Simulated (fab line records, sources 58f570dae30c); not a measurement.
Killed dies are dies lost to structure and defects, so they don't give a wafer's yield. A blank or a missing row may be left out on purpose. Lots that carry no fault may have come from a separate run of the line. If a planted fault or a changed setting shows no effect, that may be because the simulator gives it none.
Which tool was responsible? | flow berkeleyCmos170 | 14 lots with 42 wafers sampled at 2 steps, on a route of 331 steps

## WHAT EACH GAUGE READ, for each wafer
The record holds no reading of a measuring or inspecting step that can be judged against a usual standard deviation.

## WHAT TOOL EACH LOT RAN ON (gives the tool, then ch and the chambers of the sampled wafers, and finally the start)
lot  | UCB170_NWELL_COAT_07            | UCB170_NWELL_STRIP_15
L335 | lithoTrack-04 ch 0, day 2 15:06 | plasmaAsher-02 ch 0,1, day 2 16:40
L336 | lithoTrack-03 ch 0, day 2 15:08 | plasmaAsher-01 ch 0,1, day 2 16:25
L338 | lithoTrack-02 ch 0, day 3 03:46 | plasmaAsher-02 ch 0,1, day 3 05:05
L339 | lithoTrack-03 ch 0, day 3 03:47 | plasmaAsher-01 ch 1, day 3 05:09
L342 | lithoTrack-03 ch 0, day 3 18:31 | plasmaAsher-03 ch 0,1, day 3 19:57
L341 | lithoTrack-02 ch 0, day 3 18:38 | plasmaAsher-02 ch 0,1, day 3 20:14
L344 | lithoTrack-02 ch 0, day 4 12:39 | plasmaAsher-02 ch 0, day 4 13:44
L346 | lithoTrack-03 ch 0, day 4 12:40 | plasmaAsher-01 ch 0,1, day 4 13:53
L351 | lithoTrack-02 ch 0, day 5 16:08 | plasmaAsher-01 ch 0,1, day 5 17:17
L352 | lithoTrack-04 ch 0, day 5 23:17 | plasmaAsher-01 ch 0,1, day 6 00:29
L354 | lithoTrack-04 ch 0, day 6 07:24 | plasmaAsher-01 ch 0,1, day 6 09:17
L355 | lithoTrack-02 ch 0, day 6 18:01 | plasmaAsher-01 ch 0,1, day 6 19:01
L357 | lithoTrack-03 ch 0, day 7 03:26 | plasmaAsher-03 ch 1, day 7 04:45
L358 | lithoTrack-02 ch 0, day 7 14:04 | plasmaAsher-01 ch 0,1, day 7 15:13
- UCB170_NWELL_COAT_07: resist thk 900 nm.
- UCB170_NWELL_STRIP_15: strips in O2.

## WHAT THE TOOLS THEMSELVES READ (means of the sampled wafers that have a number; where no wafer has one, the mark that the record gives instead)
UCB170_NWELL_COAT_07. Usual: exhaustPa 45.0 Pa, standard deviation 0.85.
lot  | tool          | exhaustPa (Pa) | flag
L335 | lithoTrack-04 | 44.1           | 
L336 | lithoTrack-03 | 45.9           | 
L338 | lithoTrack-02 | 45.3           | 
L339 | lithoTrack-03 | 45.0           | 
L342 | lithoTrack-03 | 45.0           | 
L341 | lithoTrack-02 | 45.9           | 
L344 | lithoTrack-02 | 44.6           | 
L346 | lithoTrack-03 | 44.5           | 
L351 | lithoTrack-02 | 44.8           | 
L352 | lithoTrack-04 | 44.3           | 
L354 | lithoTrack-04 | 45.2           | 
L355 | lithoTrack-02 | 46.0           | 
L357 | lithoTrack-03 | 45.9           | 
L358 | lithoTrack-02 | 46.0           | 

UCB170_NWELL_STRIP_15. Usual: drypumpMotorCurrentA 5.5 A, standard deviation 0.44; oesProductAu 0.721 a.u., standard deviation 0.0046; stripTimeToEndpointS 18.04 s, standard deviation 0.1.
lot  | tool           | drypumpMotorCurrentA (A) | oesProductAu (a.u.) | stripTimeToEndpointS (s) | flag
L335 | plasmaAsher-02 | 5.9                      | 0.720               | 18.02                    | 
L336 | plasmaAsher-01 | 5.3                      | 0.722               | 18.01                    | 
L338 | plasmaAsher-02 | 5.8                      | 0.719               | 17.95                    | 
L339 | plasmaAsher-01 | 5.6                      | 0.723               | 18.09                    | 
L342 | plasmaAsher-03 | 5.6                      | 0.719               | 18.90                    | OFF
L341 | plasmaAsher-02 | 6.0                      | 0.724               | 17.97                    | 
L344 | plasmaAsher-02 | 5.7                      | 0.722               | 18.02                    | 
L346 | plasmaAsher-01 | 5.1                      | 0.722               | 18.49                    | OFF
L351 | plasmaAsher-01 | 5.1                      | 0.725               | 17.99                    | 
L352 | plasmaAsher-01 | 5.3                      | 0.722               | 18.00                    | 
L354 | plasmaAsher-01 | 5.3                      | 0.718               | 18.13                    | 
L355 | plasmaAsher-01 | 5.0                      | 0.722               | 18.14                    | 
L357 | plasmaAsher-03 | 5.5                      | 0.718               | 17.99                    | 
L358 | plasmaAsher-01 | 5.3                      | 0.722               | 18.09                    | 

## THE ANSWER, worked out from the rows above alone
Rule: a lot is off if the mean of its wafers that have a number lies more than 3 standard deviations from the usual mean. Also off: a lot with no number at a reading for which 4 or more lots have one. Any other lot the step has rows for is counted as sound. After the gauges, taken in route order, come the tools' own readings; for these a lot's mean is taken, as printed above. The first step at which some lot is off is used, and at that step the reading that is off furthest; a lot without a number counts as furthest.
Off at UCB170_NWELL_STRIP_15 (stripTimeToEndpointS): L342, L346.
A tool fits if, at that step or a process step before it, it ran every lot that is off, and no sound lot after the first of them. None of those tried fits.

## WHAT THE SIMULATOR HAD INSERTED
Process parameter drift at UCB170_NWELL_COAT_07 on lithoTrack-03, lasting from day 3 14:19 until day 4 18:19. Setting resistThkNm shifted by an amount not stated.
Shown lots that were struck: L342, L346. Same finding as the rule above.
